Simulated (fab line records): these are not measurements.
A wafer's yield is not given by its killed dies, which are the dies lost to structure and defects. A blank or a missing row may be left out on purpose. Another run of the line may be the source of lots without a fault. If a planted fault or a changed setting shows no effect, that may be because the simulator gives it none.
Matching of chambers ; flow berkeley_cmos170 ; rie_diel-04 running UCB170_M2_ETCH_17: 4 sister chambers
The step etches BARC in N2/H2. 14 wafers are shown with their chamber, then 7 later ones without.

WAFERS WITH THEIR CHAMBER
wafer;chamber;throttle_valve_pct (%);drypump_motor_current_A (A);oes_product_au (a.u.)
L507.3;3;13.78;5.8;0.989
L507.4;2;13.15;6.0;1.041
L507.5;3;13.78;5.8;0.991
L509.2;2;13.15;5.9;1.033
L509.3;1;13.52;5.5;1.019
L509.5;1;13.54;5.5;1.018
L515.2;2;13.16;5.9;1.051
L515.4;0;13.60;5.7;0.974
L515.6;1;13.53;5.5;0.997
L520.3;1;13.54;5.5;1.001
L520.4;2;13.14;5.9;1.038
L520.5;1;13.54;5.5;1.000
L519.1;1;13.53;5.5;0.998
L519.2;2;13.15;5.9;1.043

SIGNATURES (averages over the wafers above)
reading;chamber 0;chamber 1;chamber 2;chamber 3;scatter within a chamber
throttle_valve_pct;13.6000;13.5333;13.1500;13.7800;0.0073
drypump_motor_current_A;5.700;5.500;5.920;5.800;0.0283
oes_product_au;0.97400;1.00550;1.04120;0.99000;0.00834
Rule: a wafer's distance from a chamber is the root of the sum, over the readings, of the square of ((its reading less the chamber's mean) divided by the reading's scatter). If the next closest chamber is less than 2 further off than the closest, the wafer can't be placed; otherwise it belongs to the closest. The scatter: take each reading less its chamber's mean, square it, sum over the shown wafers, divide by the number of wafers less the number of chambers, and take the root.

WAFERS MISSING THEIR CHAMBER
wafer;throttle_valve_pct (%);drypump_motor_current_A (A);oes_product_au (a.u.)
L519.6;13.15;5.9;1.036
L526.1;13.78;5.8;0.993
L526.2;13.15;5.9;1.043
L526.6;13.54;5.5;0.995
L529.3;13.54;5.5;0.994
L529.4;13.78;5.8;0.985
L529.5;13.14;5.9;1.040

THE CHAMBER EACH PASSED THROUGH
wafer;from the rows above;in truth
L519.6;2;2
L526.1;3;3
L526.2;2;2
L526.6;1;1
L529.3;1;1
L529.4;3;3
L529.5;2;2
Correctly placed: 7 of 7. Can't be placed from these rows: 0. Number placed wrongly: 0.
